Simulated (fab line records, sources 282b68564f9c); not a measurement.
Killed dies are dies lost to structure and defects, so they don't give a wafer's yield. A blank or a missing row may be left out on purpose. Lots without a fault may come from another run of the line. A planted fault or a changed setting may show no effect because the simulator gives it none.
Which tool did it? | flow rit_cmos | 13 lots, 39 wafers sampled, at 3 steps of a route of 202

WHAT THE GAUGES READ, wafer by wafer
RIT_PRETRO_OVL_MEAS_06.
lot  | measured    | on         | PRETRO_OVL (nm)
L947 | day 2 11:43 | overlay-01 | -1.0 -1.4 0.6
L948 | day 2 16:49 | overlay-02 | 0.4 0.6 1.4
L949 | day 2 22:28 | overlay-01 | 1.1 -0.5 1.8
L950 | day 3 03:25 | overlay-01 | 0.7 0.1 0.6
L952 | day 3 13:40 | overlay-02 | 0.2 1.7 0.7
L953 | day 3 17:38 | overlay-01 | -0.9 -0.9 -0.7
L955 | day 4 04:37 | overlay-01 | -1.3 -0.3 -0.1
L956 | day 4 09:07 | overlay-01 | - - -
L962 | day 5 16:36 | overlay-02 | -1.4 -0.3 0.4
L963 | day 5 20:57 | overlay-01 | 0.3 -0.8 -0.4
L966 | day 6 11:34 | overlay-01 | 1.6 1.0 -0.2
L968 | day 6 21:42 | overlay-02 | 2.1 0.2 1.4
L969 | day 7 01:57 | overlay-01 | -0.5 1.0 0.0

RIT_PRETRO_TW_MEAS_10.
lot  | measured    | on            | PRETRO_TW
L947 | day 2 12:20 | film_metro-01 | 469 468 471
L948 | day 2 17:26 | film_metro-02 | 488 486 491
L949 | day 2 23:04 | film_metro-04 | 480 476 478
L950 | day 3 04:01 | film_metro-01 | 471 469 469
L952 | day 3 14:17 | film_metro-01 | 472 472 470
L953 | day 3 18:15 | film_metro-02 | 485 490 487
L955 | day 4 05:14 | film_metro-01 | 470 469 468
L956 | day 4 09:44 | film_metro-02 | 31 31 31
L962 | day 5 17:13 | film_metro-02 | 483 483 487
L963 | day 5 21:34 | film_metro-01 | 470 473 470
L966 | day 6 12:12 | film_metro-01 | 469 469 470
L968 | day 6 22:19 | film_metro-01 | 468 471 471
L969 | day 7 02:34 | film_metro-02 | 486 485 483

WHICH TOOL RAN EACH LOT (tool, then ch and the chambers of the sampled wafers, then the start)
lot  | RIT_PRETRO_EXPOSE_03
L947 | iline_stepper-02 ch 0, day 2 11:17
L948 | iline_stepper-02 ch 0, day 2 16:23
L949 | iline_stepper-02 ch 0, day 2 22:02
L950 | iline_stepper-01 ch 0, day 3 02:59
L952 | iline_stepper-02 ch 0, day 3 13:14
L953 | iline_stepper-01 ch 0, day 3 17:13
L955 | iline_stepper-01 ch 0, day 4 04:03
L956 | iline_stepper-01 ch 0, day 4 08:41
L962 | iline_stepper-02 ch 0, day 5 16:10
L963 | iline_stepper-01 ch 0, day 5 20:31
L966 | iline_stepper-02 ch 0, day 6 11:11
L968 | iline_stepper-01 ch 0, day 6 21:17
L969 | iline_stepper-01 ch 0, day 7 01:31
- RIT_PRETRO_EXPOSE_03: exposes mask M5, target cd 43700 nm.

WHAT THE TOOLS THEMSELVES READ (means of the sampled wafers that have a number; where no wafer has one, the mark that the record gives instead)
RIT_PRETRO_EXPOSE_03.
lot  | tool             | reticle_temp_C (C)
L947 | iline_stepper-02 | 22.95
L948 | iline_stepper-02 | 23.09
L949 | iline_stepper-02 | 22.83
L950 | iline_stepper-01 | 23.06
L952 | iline_stepper-02 | 22.88
L953 | iline_stepper-01 | 23.08
L955 | iline_stepper-01 | 22.94
L956 | iline_stepper-01 | 23.08
L962 | iline_stepper-02 | 23.13
L963 | iline_stepper-01 | 23.02
L966 | iline_stepper-02 | 23.00
L968 | iline_stepper-01 | 23.07
L969 | iline_stepper-01 | 22.92

THE ANSWER, worked out from the rows above alone
Rule: what is usual is taken from the lots themselves. Put in order of their means at a reading, lots are off if they are a third of the lots or fewer, leave a main group of 4 or more, and stand apart from it by a gap of 3 or more times the standard deviation of the main group's means; of several such gaps the widest counts. A main group whose means are all the same, to the digits that the tables above print for the reading, isn't used. A lot without any number at a reading at which 4 lots or more have one is off too. The other lots that the step has rows for count as sound. The gauges are gone through in route order, then the tools' own readings, and for those a lot's mean is taken as printed above. The first step at which some lot is off is used, and at that step the reading that is off furthest; a lot without a number counts as furthest.
Off: L956, at RIT_PRETRO_OVL_MEAS_06 (PRETRO_OVL). Without a number there: L956. The main group: mean 0.2 nm, standard deviation 0.68.
A tool fits if, at a process step before that reading, it ran every lot that is off, and no sound lot after the first of them. The gauges at RIT_PRETRO_OVL_MEAS_06 aren't tried: what is off there is off at RIT_PRETRO_TW_MEAS_10 too, on other tools, and a gauge's error can't cause that. None of those tried fits.

WHAT THE SIMULATOR HAD PUT IN
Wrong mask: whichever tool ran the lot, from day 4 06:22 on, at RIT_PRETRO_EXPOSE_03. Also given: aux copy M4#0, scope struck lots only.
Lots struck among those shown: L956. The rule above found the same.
